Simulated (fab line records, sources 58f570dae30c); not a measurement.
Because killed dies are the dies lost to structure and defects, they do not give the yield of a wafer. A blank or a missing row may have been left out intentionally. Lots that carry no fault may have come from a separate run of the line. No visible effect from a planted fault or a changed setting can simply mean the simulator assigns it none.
The tool behind it: which one? / flow berkeleyCmos170 / Sampling: 7 lots, 21 wafers, 3 of 331 route steps

## WHAT EACH GAUGE READ, for each wafer
UCB170_CONTACT_THK_MEAS_02.
lot=L370; measured=day 6 22:42; on=filmMetro-04; CONTACT_PSG_THK (nm)=716 706 706
lot=L373; measured=day 7 15:08; on=filmMetro-03; CONTACT_PSG_THK (nm)=709 709 713
lot=L379; measured=day 9 00:33; on=filmMetro-04; CONTACT_PSG_THK (nm)=697 700 698
lot=L378; measured=day 9 02:19; on=filmMetro-04; CONTACT_PSG_THK (nm)=687 698 697
lot=L384; measured=day 10 05:45; on=filmMetro-04; CONTACT_PSG_THK (nm)=691 696 697
lot=L388; measured=day 11 10:50; on=filmMetro-04; CONTACT_PSG_THK (nm)=305 309 305
lot=L390; measured=day 11 09:27; on=filmMetro-02; CONTACT_PSG_THK (nm)=704 697 694

## WHAT TOOL EACH LOT RAN ON (gives the tool, then ch and the chambers of the sampled wafers, and finally the start)
lot=L370; UCB170_SDANNEAL_RTA_01=rtpAnneal-02 ch 0, day 6 18:55; UCB170_CONTACT_CVD_01=lpcvd-02 ch 1, day 6 20:02
lot=L373; UCB170_SDANNEAL_RTA_01=rtpAnneal-01 ch 0, day 7 10:59; UCB170_CONTACT_CVD_01=lpcvd-02 ch 0, day 7 13:20
lot=L379; UCB170_SDANNEAL_RTA_01=rtpAnneal-01 ch 0, day 8 21:41; UCB170_CONTACT_CVD_01=lpcvd-02 ch 1, day 8 22:44
lot=L378; UCB170_SDANNEAL_RTA_01=rtpAnneal-02 ch 0, day 8 21:47; UCB170_CONTACT_CVD_01=lpcvd-02 ch 0, day 9 00:32
lot=L384; UCB170_SDANNEAL_RTA_01=rtpAnneal-02 ch 0, day 10 02:49; UCB170_CONTACT_CVD_01=lpcvd-02 ch 1, day 10 03:55
lot=L388; UCB170_SDANNEAL_RTA_01=rtpAnneal-02 ch 0, day 11 06:11; UCB170_CONTACT_CVD_01=lpcvd-02 ch 1, day 11 09:02
lot=L390; UCB170_SDANNEAL_RTA_01=rtpAnneal-01 ch 0, day 11 06:17; UCB170_CONTACT_CVD_01=lpcvd-01 ch 0, day 11 07:40
- UCB170_SDANNEAL_RTA_01: time 5 s.
- UCB170_CONTACT_CVD_01: deposits PSG from SiH4/O2/PH3, target thk 700 nm, time 2820 s.

## THE ANSWER, worked out from the rows above alone
Rule: usual is defined by the lots themselves. Put in order of their means at a reading, lots are off if they are a third of the lots or fewer, leave a main group of 4 or more, and stand apart from it by a gap of 3 or more times the standard deviation of the main group's means; of several such gaps the widest counts. Not used: any main group whose means are identical at the precision the tables above print for the reading. A lot without any number at a reading at which 4 lots or more have one is off too. All remaining lots with rows at the step are treated as sound.
Off: L388, at UCB170_CONTACT_THK_MEAS_02 (CONTACT_PSG_THK). For the main group the mean is 701 nm and the standard deviation 6.6.
A tool fits if, at a process step before that reading, it ran every lot that is off, and no sound lot after the first of them. Those tools and the gauges at UCB170_CONTACT_THK_MEAS_02 are tried in the same way. Can't be told from this: 3 tools fit, rtpAnneal-02 at UCB170_SDANNEAL_RTA_01, lpcvd-02 at UCB170_CONTACT_CVD_01, filmMetro-04 at UCB170_CONTACT_THK_MEAS_02.

## WHAT WAS PUT IN BY THE SIMULATOR
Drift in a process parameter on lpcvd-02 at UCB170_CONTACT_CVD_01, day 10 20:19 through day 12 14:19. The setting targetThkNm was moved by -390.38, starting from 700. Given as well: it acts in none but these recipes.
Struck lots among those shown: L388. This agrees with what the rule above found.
